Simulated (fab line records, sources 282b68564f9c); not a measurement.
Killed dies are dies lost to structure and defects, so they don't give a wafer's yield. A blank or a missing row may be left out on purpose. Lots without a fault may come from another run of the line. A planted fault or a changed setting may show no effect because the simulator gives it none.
fab line records | flow rit_cmos | part 2 of 2: steps 33 to 33 of 33
record lots=5 wafers=23
route steps=202 shown ACTIVE@4 FOX2@23 PWELL@40 WELLDRIVE@50 NRETRO@54 PRETRO@66 GATE@75 NLDD@104 M1@202
start_h: hours from the record's first day to the start of the lot's first wafer shown | wait_h: hours since the lot's step before | " the same as in the row above | L1.1+2: a row that stands for several wafers | - no value, or no start given | * or withheld: withheld | < > ~ a bound
route shown NAME@n: a module of which the file shows steps, and the number in the route of the first | usual: mean/standard deviation of fault-free wafers | same: alike in all rows | chamber/n: place in a boat | sites: the reading at each site | _std_site: their standard deviation | _edge_site: outer sites' mean less inner sites' | radius_mm: how far each site lies from the wafer's centre | mask NAME#n: copy n | behind: the tool/chamber that last shaped the wafer | hold: why the lot was held/for how many hours/how that ended | device: the transistor (n, p or np) that didn't switch | end of line: the same wafers' tests at the end of the route | a step without rows: its recipe alone | killed: dies lost to structure and defects at the first sort, not the wafer's yield | map: a wafer's dies, x killed, . not, _ none there
set.NAME: the setting as run; set.NAME@STEP: as run at that earlier step | model.NAME: the simulator's own value behind a step, which no gauge read
lots whose settings were changed on purpose; a table a step, a row a wafer
## steps
# step RIT_M1_PROBE_99
# usual killed_at_M0_to_M3=0.1/0.34 killed_at_contacts=0.1/0.28 killed_at_front_end=7/3.2 killed_dies=7/3.3 killed_open=3.6/2.1 killed_short=3.3/1.9
# same gross_dies=264 killed_at_M4_up=0 killed_at_back_side=0 killed_at_other=0
# columns lot.wafer tool chamber start_h wait_h set.dev_temp_c@GATE_DEVELOP_15 killed_at_M0_to_M3 killed_at_contacts killed_at_front_end killed_dies killed_open killed_short model.etest.nmos_0p15.drive_ua_um model.etest.pmos_0p15.drive_ua_um model.etest.pmos_0p15.r_on_ohm_um model.etest.pmos_0p3.r_on_ohm_um model.etest.pmos_turned.r_on_ohm_um model.etest.ppoly_line.line_ohm_um
L075.1 prober-01 - 62.16 0.1 23 0 0 8 8 4 4 490.3 254.4 2788 6362 3538 168.4
L075.2 prober-01 - 62.21 0.1 19.59 0 0 10 10 5 5 578.5 311.3 2420 6012 3144 212.4
L075.3 prober-01 - 62.26 0.2 19.59 0 0 6 6 1 5 579.7 311.1 2422 5937 3173 213.5
L075.4 prober-01 - 62.31 0.2 19.59 1 0 6 7 2 4 589.1 315.5 2401 5836 3118 210.6
L075.5 prober-01 - 62.36 0.2 23 1 0 4 5 3 1 475.9 257.5 2809 6303 3524 166.1
L077.2 prober-01 - 74.49 0.1 23 0 0 13 13 5 8 471.3 255.6 2790 6315 3498 164.3
L077.5 prober-01 - 74.64 0.2 23 0 0 7 7 4 3 464.5 251.9 2820 6334 3542 158.5
L077.6 prober-01 - 74.69 0.2 23 0 0 9 9 4 5 461.6 251.9 2819 6190 3435 162.1
L078.1 prober-02 - 78.22 0.1 23 2 0 5 7 2 3 486.4 260.6 2728 6238 3426 165
L078.2 prober-02 - 78.27 0.1 23 1 0 7 8 3 4 482.6 257.5 2792 6290 3438 165.3
L078.3 prober-02 - 78.32 0.2 23 1 0 9 10 4 5 472.5 256.5 2729 6320 3439 161.7
L078.5 prober-02 - 78.42 0.2 23 0 1 10 11 6 5 479.8 253.2 2788 6359 3501 166.3
L078.6 prober-02 - 78.47 0.2 23 0 0 9 9 5 4 470.4 256.9 2794 6309 3503 163.5
L079.2 prober-01 - 81.95 0.1 23 0 0 2 2 2 0 469.5 271.4 2712 6126 3391 169.2
L079.3 prober-01 - 82.00 0.2 23 0 0 5 5 2 3 492.8 267.6 2711 6174 3401 168.2
L079.4 prober-01 - 82.05 0.2 23 0 0 7 7 3 4 479.6 277.6 2652 6042 3271 170
L079.5 prober-01 - 82.10 0.2 23 0 0 2 2 2 0 470.9 267.1 2699 6146 3324 164.6
L079.6 prober-01 - 82.15 0.2 23 0 0 12 12 7 5 455.9 259.2 2799 6227 3516 167.2
L085.1 prober-01 - 111.34 0.1 23 0 0 8 8 2 6 489.7 259 2804 6205 3399 160.1
L085.2 prober-01 - 111.39 0.1 19.76 0 0 10 10 7 3 562.1 293.1 2571 6085 3268 202.6
L085.3 prober-01 - 111.44 0.2 19.76 0 1 13 14 6 7 568.7 310.8 2434 5944 3031 198.1
L085.5 prober-01 - 111.54 0.2 23 0 1 4 5 2 3 455.7 243.9 2963 6442 3637 159.4
L085.6 prober-01 - 111.59 0.2 23 0 0 6 6 2 4 458.7 241.2 2997 6475 3662 159
# killed by level:class
L075.1 GATE:geometric_particle:open=3 GATE:geometric_particle:short=3 SILICIDE:geometric_particle:open=1 SILICIDE:geometric_particle:short=1
L075.2 GATE:geometric_particle:short=5 GATE:geometric_particle:open=4 FOX2:geometric_particle:open=1
L075.3 SILICIDE:geometric_particle:short=3 GATE:geometric_particle:short=1 SPACER:geometric_particle:short=1 SILICIDE:geometric_particle:open=1
L075.4 FOX1:geometric_particle:open=2 GATE:geometric_particle:short=2 FOX2:geometric_particle:short=1 SPACER:geometric_particle:short=1 M1:coat_microbubble_printed=1
L075.5 GATE:geometric_particle:open=1 REOX:geometric_particle:open=1 SPACER:geometric_particle:short=1 SILICIDE:geometric_particle:open=1 M1:coat_microbubble_printed=1
L077.2 GATE:geometric_particle:open=5 GATE:geometric_particle:short=5 FOX1:geometric_particle:short=1 FOX2:geometric_particle:short=1 SPACER:geometric_particle:short=1
L077.5 FOX1:geometric_particle:short=2 GATE:geometric_particle:open=2 SPACER:geometric_particle:open=2 REOX:geometric_particle:short=1
L077.6 GATE:geometric_particle:open=3 GATE:geometric_particle:short=2 FOX1:geometric_particle:short=1 REOX:geometric_particle:short=1 SPACER:geometric_particle:short=1 SILICIDE:geometric_particle:open=1
L078.1 SPACER:geometric_particle:short=3 M1:coat_microbubble_printed=2 GATE:geometric_particle:open=1 REOX:geometric_particle:open=1
L078.2 GATE:geometric_particle:short=2 FOX1:geometric_particle:short=1 FOX2:geometric_particle:open=1 GATE:geometric_particle:open=1 REOX:geometric_particle:short=1 SILICIDE:geometric_particle:open=1 M1:coat_microbubble_printed=1
L078.3 FOX2:geometric_particle:open=2 GATE:geometric_particle:short=2 FOX1:geometric_particle:short=1 GATE:geometric_particle:open=1 REOX:geometric_particle:short=1 SPACER:geometric_particle:short=1 SPACER:geometric_particle:open=1 M1:coat_microbubble_printed=1
L078.5 GATE:geometric_particle:open=3 FOX1:geometric_particle:open=1 FOX1:geometric_particle:short=1 FOX2:geometric_particle:open=1 GATE:geometric_particle:short=1 REOX:geometric_particle:short=1 REOX:geometric_particle:open=1 SILICIDE:geometric_particle:short=1
L078.6 REOX:geometric_particle:short=3 GATE:geometric_particle:open=2 FOX2:geometric_particle:open=1 SPACER:geometric_particle:short=1 SPACER:geometric_particle:open=1 SILICIDE:geometric_particle:open=1
L079.2 FOX2:geometric_particle:open=1 SILICIDE:geometric_particle:open=1
L079.3 GATE:geometric_particle:short=2 FOX1:geometric_particle:open=1 GATE:geometric_particle:open=1 SPACER:geometric_particle:short=1
L079.4 SPACER:geometric_particle:short=3 FOX1:geometric_particle:open=1 FOX1:geometric_particle:short=1 FOX2:geometric_particle:open=1 GATE:geometric_particle:open=1
L079.5 FOX1:geometric_particle:open=1 SPACER:geometric_particle:open=1
L079.6 FOX2:geometric_particle:open=2 GATE:geometric_particle:open=2 SPACER:geometric_particle:short=2 SILICIDE:geometric_particle:open=2 SILICIDE:geometric_particle:short=2 FOX1:geometric_particle:short=1 SPACER:geometric_particle:open=1
L085.1 GATE:geometric_particle:short=2 REOX:geometric_particle:short=2 SILICIDE:geometric_particle:short=2 GATE:geometric_particle:open=1 REOX:geometric_particle:open=1
L085.2 GATE:geometric_particle:open=3 REOX:geometric_particle:open=2 SPACER:geometric_particle:open=2 FOX1:geometric_particle:short=1 GATE:geometric_particle:short=1 REOX:geometric_particle:short=1
L085.3 REOX:geometric_particle:open=3 FOX2:geometric_particle:short=2 GATE:geometric_particle:short=2 GATE:geometric_particle:open=2 REOX:geometric_particle:short=2 SILICIDE:geometric_particle:open=1 SILICIDE:geometric_particle:short=1 CONTACT:coat_microbubble_printed=1
L085.5 GATE:geometric_particle:short=2 REOX:geometric_particle:open=1 SILICIDE:geometric_particle:open=1 CONTACT:geometric_particle:short=1
L085.6 SILICIDE:geometric_particle:short=2 FOX1:geometric_particle:open=1 GATE:geometric_particle:short=1 SPACER:geometric_particle:open=1 SPACER:geometric_particle:short=1
## key
split step=RIT_ACTIVE_CVD_03 setting=sih2cl2_flow_sccm stated=60 by=lot
response step=RIT_ACTIVE_CVD_03 reading=model.Si3N4_of_ACTIVE_CVD_03.thk_nm change=+0.399 per=1% r=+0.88
split step=RIT_FOX2_OXIDATION_00 setting=ox_time_s stated=1130 by=lot
response step=RIT_FOX2_OXIDATION_00 reading=model.SiO2_of_FOX2_OXIDATION_00.thk_nm change=+2.42 per=1% r=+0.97
response step=RIT_FOX2_THK_MEAS_01 reading=FOX2_OXIDE_THK change=+2.43 per=1% r=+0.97
response step=RIT_FOX2_THK_MEAS_90 reading=FIELD_OXIDE_LEFT_1_THK change=+2.44 per=1% r=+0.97
response step=RIT_GATE_WET_ETCH_00 reading=model.SiO2_of_FOX2_OXIDATION_00.thk_nm change=+2.46 per=1% r=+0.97
response step=RIT_FOX2_THK_MEAS_91 reading=FIELD_OXIDE_LEFT_2_THK change=+2.41 per=1% r=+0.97
split step=RIT_PWELL_COAT_01 setting=spin_rpm stated=2000 by=wafer
response step=RIT_PWELL_COAT_01 reading=model.NOVOLAK_of_PWELL_COAT_01.thk_nm change=-6.35 per=1% r=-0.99
response step=RIT_PWELL_HARDBAKE_07 reading=model.NOVOLAK_of_PWELL_COAT_01.thk_nm change=-5.47 per=1% r=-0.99
split step=RIT_PWELL_IMPLANT_08 setting=dose_cm2 stated=7e+13 by=wafer
response step=RIT_PWELL_TW_MEAS_10 reading=PWELL_TW change=+3.44 per=1% r=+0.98
response step=RIT_WELLDRIVE_RS_MEAS_02 reading=PWELL_RS change=-2.77 per=1% r=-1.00
split step=RIT_NRETRO_COAT_01 setting=spin_rpm stated=2000 by=wafer
response step=RIT_NRETRO_COAT_01 reading=model.NOVOLAK_of_NRETRO_COAT_01.thk_nm change=-6.44 per=1% r=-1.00
response step=RIT_NRETRO_HARDBAKE_07 reading=model.NOVOLAK_of_NRETRO_COAT_01.thk_nm change=-5.55 per=1% r=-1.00
split step=RIT_NRETRO_DEVELOP_05 setting=develop_time_s stated=68 by=wafer
response none clear
split step=RIT_PRETRO_SOFTBAKE_02 setting=time_s stated=60 by=wafer
response none clear
split step=RIT_GATE_CLEAN_04 setting=time_s stated=60 by=lot
response step=RIT_GATE_CLEAN_04 reading=model.SiO2_of_FOX2_OXIDATION_00.thk_nm change=+3.43 per=1% r=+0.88
split step=RIT_GATE_DEVELOP_15 setting=dev_temp_c stated=23 by=wafer
response step=RIT_M1_PROBE_99 reading=model.etest.pmos_0p3.r_on_ohm_um change=+26.4 per=1% r=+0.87
response step=RIT_M1_PROBE_99 reading=model.etest.pmos_turned.r_on_ohm_um change=+27.7 per=1% r=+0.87
response step=RIT_M1_PROBE_99 reading=model.etest.pmos_0p15.r_on_ohm_um change=+27.7 per=1% r=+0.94
response step=RIT_M1_PROBE_99 reading=model.etest.nmos_0p15.drive_ua_um change=-6.8 per=1% r=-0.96
response step=RIT_M1_PROBE_99 reading=model.etest.pmos_0p15.drive_ua_um change=-3.82 per=1% r=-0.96
response step=RIT_M1_PROBE_99 reading=model.etest.ppoly_line.line_ohm_um change=-2.97 per=1% r=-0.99
split step=RIT_NLDD_COAT_01 setting=resist_thk_nm stated=1000 by=wafer
response step=RIT_NLDD_COAT_01 reading=model.NOVOLAK_of_NLDD_COAT_01.thk_nm change=+10.3 per=1% r=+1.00
response step=RIT_NLDD_HARDBAKE_07 reading=model.NOVOLAK_of_NLDD_COAT_01.thk_nm change=+8.99 per=1% r=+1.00
